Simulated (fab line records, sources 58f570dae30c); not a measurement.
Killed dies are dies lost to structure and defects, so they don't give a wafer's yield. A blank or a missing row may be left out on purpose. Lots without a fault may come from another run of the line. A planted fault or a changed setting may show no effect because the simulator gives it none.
One fault seen from 2 desks | flow berkeley_cmos170 | each desk has only its own numbers; what lay behind them comes last

THE TOOL OWNER'S DESK: furnace-01
The tool's own readings at UCB170_GATE_OXIDATION_01 (target thk 6.6 nm, ox time 1800 s): means of the sampled wafers that have a number, for each lot that ran on this tool. A lot is out of limits, marked OUT, if its mean lies more than 4 standard deviations from the usual mean; the brackets give that distance.
Columns: A = ox_temp_c at UCB170_GATE_OXIDATION_01, usual 850.0 C; B = zone_power_load_pct at UCB170_GATE_OXIDATION_01, usual 23.7 %
lot  | first seen here | A     | B
L862 | day 7 09:03     | 850.0 | 24.6
L863 | day 7 09:03     | 849.9 | 24.5
L864 | day 7 09:03     | 850.2 | 24.3
L865 | day 7 09:03     | 850.3 | 24.2
L866 | day 8 03:49     | 849.4 | 24.0
L868 | day 8 03:49     | 850.1 | 24.0
L875 | day 10 15:47    | 850.1 | 24.2
L880 | day 11 13:40    | 850.0 | 24.3
L881 | day 11 13:40    | 850.1 | 24.1
This desk's finding: nothing out of limits on any of the 9 lots.

THE METROLOGY DESK
What the gauges read, lot by lot, whatever tool the lot ran on: means of the sampled wafers that have a number. A lot is out of limits, marked OUT, if its mean lies more than 4 standard deviations from the usual mean; the brackets give that distance.
Columns: A = SCREENOX_OXIDE_THK at UCB170_SCREENOX_THK_MEAS_02, usual 14.38 nm; B = PVT_OVL at UCB170_PVT_OVL_MEAS_06, usual 3 nm; C = GATE_OXIDE_THK at UCB170_GATE_THK_MEAS_02, usual 6.65 nm
lot  | first seen here | A     | B  | C
L859 | day 5 17:11     | 14.66 | 3  | 6.38
L860 | day 5 23:49     | 14.65 | 0  | 6.50
L863 | day 6 23:47     | 14.31 | 6  | 6.65
L865 | day 6 23:47     | 14.41 | 1  | 6.67
L862 | day 6 23:49     | 14.57 | 3  | 6.66
L864 | day 6 23:50     | 14.39 | -2 | 6.65
L868 | day 7 12:32     | 14.32 | 5  | 6.57
L866 | day 7 12:33     | 14.31 | 7  | 6.63
L869 | day 7 21:18     | 14.14 | 1  | 6.60
L870 | day 8 11:59     | 14.24 | 7  | 6.71
L873 | day 8 23:50     | 14.25 | 7  | 6.49
L875 | day 9 22:30     | 14.59 | -6 | 6.77
L880 | day 10 22:52    | 14.40 | 5  | 5.63 (-7.8) OUT
L881 | day 10 22:52    | 14.26 | 1  | 5.83 (-6.3) OUT
This desk's finding: out of limits on L880, L881; first on L881, day 11 15:10 (GATE_OXIDE_THK at UCB170_GATE_THK_MEAS_02). In limits: L859, L860, L863, L865, L862, L864, L868, L866, L869, L870, L873, L875.

PUT TOGETHER
The metrology desk could have raised an alarm at day 11 15:10, on L880, L881.
The tool owner's desk saw nothing out of limits.
The tool owner's desk has L880, L881 on record, within its limits.
Of the lots named, all ran UCB170_GATE_OXIDATION_01 on furnace-01.

WHAT THE SIMULATOR HAD PUT IN
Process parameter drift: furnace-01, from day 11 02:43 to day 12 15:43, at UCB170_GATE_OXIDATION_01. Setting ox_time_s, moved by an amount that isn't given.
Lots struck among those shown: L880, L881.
Hours from the fault's start to each desk's first reading out of limits: the metrology desk, 12.
